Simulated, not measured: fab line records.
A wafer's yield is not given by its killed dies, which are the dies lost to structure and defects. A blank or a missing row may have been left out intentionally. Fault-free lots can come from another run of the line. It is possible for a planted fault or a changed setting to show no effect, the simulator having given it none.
Which tool was responsible? + flow berkeley cmos170 + 7 lots, 21 wafers sampled, at 2 steps of a route of 331

WHAT THE GAUGES READ, wafer by wafer
UCB170_WELLDRIVE_THK_MEAS_02.
| lot  | measured    | on            | WELLDRIVE_OXIDE_THK (nm) |
|------|-------------|---------------|--------------------------|
| L992 | day 3 14:31 | film metro-01 | 196 196 199              |
| L994 | day 3 23:28 | film metro-01 | 204 203 205              |
| L996 | day 4 08:38 | film metro-04 | 178 177 182              |
| L101 | day 5 23:28 | film metro-02 | 197 198 200              |
| L110 | day 7 13:55 | film metro-01 | 201 197 201              |
| L112 | day 8 06:17 | film metro-04 | 196 197 198              |
| L114 | day 8 14:02 | film metro-01 | 195 200 198              |

EACH LOT AND THE TOOL THAT RAN IT (in order: tool; ch and the chambers of the sampled wafers; start)
| lot  | UCB170_WELLDRIVE_OXIDATION_01 |
|------|-------------------------------|
| L992 | furnace-01 ch 0, day 3 11:01  |
| L994 | furnace-04 ch 0, day 3 19:58  |
| L996 | furnace-04 ch 0, day 4 05:08  |
| L101 | furnace-01 ch 0, day 5 19:58  |
| L110 | furnace-01 ch 0, day 7 10:25  |
| L112 | furnace-01 ch 0, day 8 02:47  |
| L114 | furnace-01 ch 0, day 8 10:32  |
- UCB170_WELLDRIVE_OXIDATION_01: target thk 199 nm, ox time 9000 s.

THE ANSWER, worked out from the rows above alone
Rule: what is usual is taken from the lots themselves. The widest of any qualifying gaps counts: lots, ordered by their means at a reading, are off when they make up no more than a third of the lots, leave a main group of 4 or more, and stand apart from it by 3 or more times the standard deviation of that group's means. If all means in a main group match to the digits the tables above print for the reading, that group is not used. A lot without any number at a reading at which 4 lots or more have one is off too. Where the step has rows for the other lots, those lots are counted as sound.
Off: L996, at UCB170_WELLDRIVE_THK_MEAS_02 (WELLDRIVE_OXIDE_THK). The main group: mean 199 nm, standard deviation 2.4.
If a tool, at a process step before that reading, ran all the lots that are off and no sound lot after the first of them, it fits. The gauges at UCB170_WELLDRIVE_THK_MEAS_02 are tried like those tools. One fits: UCB170_WELLDRIVE_OXIDATION_01 on furnace-04. A fault onset in the window from L994 (day 3 19:58, its last sound lot) to L996 (day 4 05:08, its first lot off) fits.

WHAT HAD BEEN PUT IN BY THE SIMULATOR
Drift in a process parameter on furnace-04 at UCB170_WELLDRIVE_OXIDATION_01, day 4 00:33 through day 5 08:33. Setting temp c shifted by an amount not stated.
Lots struck among those shown: L996. The rule above reached the same finding.
